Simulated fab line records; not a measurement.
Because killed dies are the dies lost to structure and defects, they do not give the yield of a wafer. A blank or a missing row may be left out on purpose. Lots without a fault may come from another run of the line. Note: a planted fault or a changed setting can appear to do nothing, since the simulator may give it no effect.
The tool behind it: which one? :: flow rit cmos :: 21 wafers from 7 lots sampled at 2 of the route's 202 steps

== WHAT THE GAUGES READ, wafer by wafer ==
RIT_NSD_TW_MEAS_10.
lot: L653
measured: day 3 09:47
on: film metro-04
NSD_TW: 3184 3179 3173

lot: L656
measured: day 3 23:40
on: film metro-03
NSD_TW: 3156 3131 3165

lot: L660
measured: day 4 21:38
on: film metro-04
NSD_TW: 3183 3192 3187

lot: L664
measured: day 5 18:37
on: film metro-02
NSD_TW: 2891 2903 2908

lot: L668
measured: day 6 14:45
on: film metro-02
NSD_TW: 3177 3188 3179

lot: L671
measured: day 6 23:28
on: film metro-03
NSD_TW: 3160 3161 3155

lot: L674
measured: day 7 18:53
on: film metro-04
NSD_TW: 3209 3179 3184

== WHICH TOOL RAN EACH LOT (tool, then ch and the chambers of the sampled wafers, then the start) ==
lot: L653
RIT_NSD_IMPLANT_08: implanter-04 ch 0, day 3 09:28

lot: L656
RIT_NSD_IMPLANT_08: implanter-01 ch 0, day 3 23:22

lot: L660
RIT_NSD_IMPLANT_08: implanter-04 ch 0, day 4 21:18

lot: L664
RIT_NSD_IMPLANT_08: implanter-04 ch 0, day 5 18:18

lot: L668
RIT_NSD_IMPLANT_08: implanter-01 ch 0, day 6 14:26

lot: L671
RIT_NSD_IMPLANT_08: implanter-01 ch 0, day 6 23:11

lot: L674
RIT_NSD_IMPLANT_08: implanter-01 ch 0, day 7 18:35
- RIT_NSD_IMPLANT_08

== THE ANSWER, worked out from the rows above alone ==
Rule: usual is defined by the lots themselves. Put in order of their means at a reading, lots are off if they are a third of the lots or fewer, leave a main group of 4 or more, and stand apart from it by a gap of 3 or more times the standard deviation of the main group's means; of several such gaps the widest counts. If all means in a main group match to the digits the tables above print for the reading, that group is not used. Also off: a lot with no number at a reading for which 4 or more lots have one. All remaining lots with rows at the step are treated as sound.
Off: at RIT_NSD_TW_MEAS_10 (NSD_TW), L664. The main group has a mean of 3175 with a standard deviation of 15.
If a tool, at a process step before that reading, ran all the lots that are off and no sound lot after the first of them, it fits. The gauges at RIT_NSD_TW_MEAS_10 are tried like those tools. One fits: RIT_NSD_IMPLANT_08 on implanter-04. Its last sound lot is L660 (day 4 21:18), its first lot that is off L664 (day 5 18:18): a fault that began between those two fits.

== WHAT THE SIMULATOR PUT IN ==
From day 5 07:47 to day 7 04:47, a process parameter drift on implanter-04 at RIT_NSD_IMPLANT_08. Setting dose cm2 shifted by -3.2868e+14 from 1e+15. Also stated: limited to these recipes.
Lots struck among those shown: L664. The same result came from the rule above.
